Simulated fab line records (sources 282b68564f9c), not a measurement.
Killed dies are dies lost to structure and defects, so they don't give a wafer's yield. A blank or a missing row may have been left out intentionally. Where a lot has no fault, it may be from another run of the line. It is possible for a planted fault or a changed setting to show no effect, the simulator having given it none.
The tool behind it: which one? :: flow ritCmos :: at 1 step of a route of 202, 14 lots with 42 wafers sampled

== WHAT EACH GAUGE READ, for each wafer ==
Not one reading of a measure or inspect step in the record can be checked against a usual standard deviation.

== EACH LOT AND THE TOOL THAT RAN IT (in order: tool; ch and the chambers of the sampled wafers; start) ==
lot: L273
RIT_CONTACT_EXPOSE_05: ilineStepper-01 ch 0, day 3 08:17

lot: L274
RIT_CONTACT_EXPOSE_05: ilineStepper-02 ch 0, day 3 14:03

lot: L275
RIT_CONTACT_EXPOSE_05: ilineStepper-01 ch 0, day 3 18:36

lot: L276
RIT_CONTACT_EXPOSE_05: ilineStepper-02 ch 0, day 3 20:18

lot: L281
RIT_CONTACT_EXPOSE_05: ilineStepper-01 ch 0, day 5 00:07

lot: L285
RIT_CONTACT_EXPOSE_05: ilineStepper-02, day 5 20:38

lot: L286
RIT_CONTACT_EXPOSE_05: ilineStepper-02, day 5 23:17

lot: L287
RIT_CONTACT_EXPOSE_05: ilineStepper-01 ch 0, day 6 05:44

lot: L288
RIT_CONTACT_EXPOSE_05: ilineStepper-02 ch 0, day 6 07:52

lot: L289
RIT_CONTACT_EXPOSE_05: ilineStepper-02 ch 0, day 6 16:17

lot: L291
RIT_CONTACT_EXPOSE_05: ilineStepper-02 ch 0, day 7 02:26

lot: L293
RIT_CONTACT_EXPOSE_05: ilineStepper-02 ch 0, day 7 12:31

lot: L295
RIT_CONTACT_EXPOSE_05: ilineStepper-02 ch 0, day 7 20:40

lot: L296
RIT_CONTACT_EXPOSE_05: ilineStepper-01 ch 0, day 7 23:55
- RIT_CONTACT_EXPOSE_05: exposes mask M11, target cd 1000 nm.

== AS READ BY THE TOOLS THEMSELVES (means over the sampled wafers that have a number; for cases with no such wafer, the mark the record gives instead) ==
RIT_CONTACT_EXPOSE_05. Usual: exposureDoseMJCm2 250.05, standard deviation 0.22; focusOffsetNm 0.0 nm, standard deviation 0.5.
lot: L273
tool: ilineStepper-01
exposureDoseMJCm2: 250.06
focusOffsetNm (nm): -0.2
flag: 

lot: L274
tool: ilineStepper-02
exposureDoseMJCm2: 250.09
focusOffsetNm (nm): 0.1
flag: 

lot: L275
tool: ilineStepper-01
exposureDoseMJCm2: 249.92
focusOffsetNm (nm): -0.1
flag: 

lot: L276
tool: ilineStepper-02
exposureDoseMJCm2: 249.90
focusOffsetNm (nm): -0.1
flag: 

lot: L281
tool: ilineStepper-01
exposureDoseMJCm2: 249.90
focusOffsetNm (nm): -0.4
flag: 

lot: L285
tool: ilineStepper-02
exposureDoseMJCm2: -
focusOffsetNm (nm): -
flag: OFF

lot: L286
tool: ilineStepper-02
exposureDoseMJCm2: -
focusOffsetNm (nm): -
flag: OFF

lot: L287
tool: ilineStepper-01
exposureDoseMJCm2: 250.00
focusOffsetNm (nm): 0.5
flag: 

lot: L288
tool: ilineStepper-02
exposureDoseMJCm2: 249.88
focusOffsetNm (nm): -0.3
flag: 

lot: L289
tool: ilineStepper-02
exposureDoseMJCm2: 250.07
focusOffsetNm (nm): -0.3
flag: 

lot: L291
tool: ilineStepper-02
exposureDoseMJCm2: 250.18
focusOffsetNm (nm): -0.0
flag: 

lot: L293
tool: ilineStepper-02
exposureDoseMJCm2: 250.21
focusOffsetNm (nm): -0.0
flag: 

lot: L295
tool: ilineStepper-02
exposureDoseMJCm2: 249.96
focusOffsetNm (nm): -0.2
flag: 

lot: L296
tool: ilineStepper-01
exposureDoseMJCm2: 250.28
focusOffsetNm (nm): 0.0
flag: 

== THE ANSWER, worked out from the rows above alone ==
Rule: a lot counts as off when the mean over its wafers that have a number is more than 3 standard deviations away from the usual mean. A lot without any number at a reading at which 4 lots or more have one is off too. Where the step has rows for the other lots, those lots are counted as sound. Order of review: gauges by route order, followed by the tools' own readings, for which a lot's mean as printed above is used. The first step at which some lot is off is used, and at that step the reading that is off furthest; a lot without a number counts as furthest.
Off, at RIT_CONTACT_EXPOSE_05 on exposureDoseMJCm2: L285, L286. Without a number there: L285, L286.
If a tool, at that step or one of the process steps before it, ran each lot that is off and ran no sound lot following the first of them, it fits. None of those tried fits.

== WHAT HAD BEEN PUT IN BY THE SIMULATOR ==
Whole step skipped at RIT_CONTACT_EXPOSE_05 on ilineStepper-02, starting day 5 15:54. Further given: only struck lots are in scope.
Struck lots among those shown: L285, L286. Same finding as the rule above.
